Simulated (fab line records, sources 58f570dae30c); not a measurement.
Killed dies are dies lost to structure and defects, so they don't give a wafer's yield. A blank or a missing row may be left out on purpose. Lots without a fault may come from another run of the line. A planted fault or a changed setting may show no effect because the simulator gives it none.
Split-lot experiment | flow berkeley_cmos170 | 5 lots, 23 wafers read, on a route of 331 steps

THE SPLIT
At UCB170_PVT_STRIP_08 (strips in O2), the setting overash_fraction was moved away from the recipe's 0.5 on 10 of the 23 wafers read, by +7.8% to +28.4%. The other wafers ran this setting at the recipe's value.

The reading is taken at the split's own step.

THE READING
oes_product_au, in a.u., at UCB170_PVT_STRIP_08 (strips in O2). Fault-free wafers of this fab line usually give 0.733 a.u., standard deviation 0.004 a.u..

wafer  | tool, chamber at the split | overash_fraction as run | against the recipe | oes_product_au, a.u. | against lot-mates on the recipe
L074.1 | plasma_asher-03, 1         | 0.5                     | recipe             | 0.730                | -
L074.3 | plasma_asher-03, 0         | 0.5                     | recipe             | 0.732                | -
L074.4 | plasma_asher-03, 1         | 0.6158                  | +23.2%             | 0.700                | -0.032
L074.5 | plasma_asher-03, 1         | 0.5                     | recipe             | 0.733                | -
L074.6 | plasma_asher-03, 0         | 0.6158                  | +23.2%             | 0.698                | -0.034
L077.2 | plasma_asher-01, 0         | 0.5391                  | +7.8%              | 0.727                | -0.007
L077.3 | plasma_asher-01, 1         | 0.5391                  | +7.8%              | 0.721                | -0.013
L077.4 | plasma_asher-01, 0         | 0.5391                  | +7.8%              | 0.720                | -0.014
L077.5 | plasma_asher-01, 0         | 0.5                     | recipe             | 0.731                | -
L077.6 | plasma_asher-01, 1         | 0.5                     | recipe             | 0.736                | -
L081.2 | plasma_asher-03, 1         | 0.6322                  | +26.4%             | 0.694                | -0.037
L081.3 | plasma_asher-03, 1         | 0.5                     | recipe             | 0.731                | -
L081.4 | plasma_asher-03, 0         | 0.5                     | recipe             | 0.735                | -
L081.5 | plasma_asher-03, 0         | 0.6322                  | +26.4%             | 0.697                | -0.034
L081.6 | plasma_asher-03, 1         | 0.5                     | recipe             | 0.726                | -
L084.1 | plasma_asher-01, 1         | 0.5                     | recipe             | 0.727                | -
L084.4 | plasma_asher-01, 0         | 0.5                     | recipe             | 0.728                | -
L084.5 | plasma_asher-01, 1         | 0.5                     | recipe             | 0.740                | -
L085.1 | plasma_asher-01, 0         | 0.5                     | recipe             | 0.734                | -
L085.3 | plasma_asher-01, 0         | 0.6421                  | +28.4%             | 0.690                | -0.044
L085.4 | plasma_asher-01, 1         | 0.6421                  | +28.4%             | 0.690                | -0.044
L085.5 | plasma_asher-01, 1         | 0.6421                  | +28.4%             | 0.686                | -0.048
L085.6 | plasma_asher-01, 0         | 0.5                     | recipe             | 0.735                | -

THE FIT
A straight line over all 23 wafers: oes_product_au changes by -0.00147 a.u. for each +1% of overash_fraction; r = -0.98; the points scatter about the line by 0.0035 a.u..
The same after taking each lot's own level away (the mean of its wafers on the recipe; 23 wafers): -0.00149 a.u. for each +1%; r = -0.98; scatter 0.0037 a.u..
On that fit, the largest move of overash_fraction shifts the reading by 0.042 a.u..
The lots' own levels span 0.7307 to 0.7345 a.u., that is 1.0 times the standard deviation above.
So the lot-to-lot level changes the slope little: the two slopes agree.
Check: with one of the wafers moved furthest among these (+28.4%) left out of the fit, the line predicts -0.0418 a.u. for it against its lot-mates. It came out at -0.0445 a.u. against them.
Tool readings at the split's step, against how far the setting was moved: oes_product_au r = -0.98.

OTHER SPLITS ON THESE WAFERS
These wafers also went through other splits before the reading. Each is held against what the fit with the lots' levels taken away leaves over:
other split on the same wafers   | wafers away from the commonest value | r with oes_product_au (lot level and that fit taken away)
UCB170_NVT_IMPLANT_07 energy_kev | 4                                    | +0.15

THE FILE'S OWN FIT
oes_product_au changes by -0.00146 a.u. for each +1% of overash_fraction, r = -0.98.
